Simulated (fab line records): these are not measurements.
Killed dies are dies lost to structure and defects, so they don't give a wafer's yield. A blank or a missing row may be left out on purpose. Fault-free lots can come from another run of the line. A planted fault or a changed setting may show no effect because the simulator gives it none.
A single fault, viewed from 2 desks | flow berkeley-cmos170 | each desk has only its own numbers; what lay behind them comes last

## AT THE METROLOGY DESK
What the gauges read, lot by lot, whatever tool the lot ran on: means of the sampled wafers that have a number. A lot is out of limits, marked OUT, if its mean lies more than 4 standard deviations from the usual mean; the brackets give that distance.
Columns: A = PVT_OVL at UCB170_PVT_OVL_MEAS_06, usual 0 nm; B = cd-nm at UCB170_GATE_CD_MEAS_90, usual 349.9 nm
lot  | first seen here | A   | B
L281 | day 5 10:59     | -1  | 349.3
L282 | day 6 02:55     | 3   | 349.8
L285 | day 6 09:51     | 3   | 347.7
L289 | day 7 07:44     | -4  | 350.6
L288 | day 7 07:49     | 4   | 351.2
L287 | day 7 07:56     | -12 | 350.8
L286 | day 7 08:11     | -2  | 348.8
L291 | day 8 01:04     | 1   | 350.0
L292 | day 8 14:54     | 5   | 351.9
L295 | day 8 15:11     | -1  | 346.4
L294 | day 8 15:41     | 2   | 352.4
L293 | day 8 16:14     | 1   | 352.1
L296 | day 8 19:24     | -7  | 350.2
L303 | day 10 20:21    | 7   | 347.2
This desk's finding: nothing out of limits on any of the 14 lots.

## AT THE TOOL OWNER'S DESK: rie-diel-02
The tool's own readings at UCB170_M2_ETCH_17 (etches BARC in N2/H2): means of the sampled wafers that have a number, for each lot that ran on this tool. A lot is out of limits, marked OUT, if its mean lies more than 4 standard deviations from the usual mean; the brackets give that distance.
Columns: A = chamber-pressure-mTorr at UCB170_M2_ETCH_17, usual 30.000 mTorr; B = drypump-motor-current-A at UCB170_M2_ETCH_17, usual 5.8 A; C = n2-flow-sccm at UCB170_M2_ETCH_17, usual 100.0 sccm; D = oes-product-au at UCB170_M2_ETCH_17, usual 1.00 a.u.; E = rf-fwd-power-W at UCB170_M2_ETCH_17, usual 495.1 W; F = throttle-valve-pct at UCB170_M2_ETCH_17, usual 13.31 %
lot  | first seen here | A      | B   | C     | D    | E               | F
L288 | day 9 22:50     | 29.988 | 5.9 | 99.7  | 1.02 | 493.8           | 13.24
L291 | day 10 15:03    | 30.000 | 5.3 | 99.8  | 0.96 | 493.4           | 13.30
L294 | day 10 21:26    | 30.014 | 5.7 | 99.9  | 0.99 | 495.3           | 13.27
L295 | day 10 22:19    | 29.990 | 5.8 | 100.2 | 0.91 | 415.3 (-47) OUT | 13.26
L292 | day 11 01:14    | 29.985 | 5.6 | 100.1 | 0.89 | 415.5 (-47) OUT | 13.32
Finding of this desk: L292, L295 out of limits; the first was L295 at day 10 22:19, on rf-fwd-power-W at UCB170_M2_ETCH_17. L288, L291, L294 stayed within limits.

## BROUGHT TOGETHER
The tool owner's desk had the chance to raise an alarm at day 10 22:19 on L292, L295.
Metrology desk: nothing out of limits seen.
The metrology desk holds a record of L292, L295, inside its limits.
On rie-diel-02, each named lot ran UCB170_M2_ETCH_17.

## WHAT HAD BEEN PUT IN BY THE SIMULATOR
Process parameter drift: rie-diel-02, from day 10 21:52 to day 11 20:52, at UCB170_M2_ETCH_17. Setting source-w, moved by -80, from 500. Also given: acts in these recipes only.
Shown lots that were struck: L292, L295.
Time in hours from fault onset to the first out-of-limits reading at each desk: the tool owner's desk, 0.
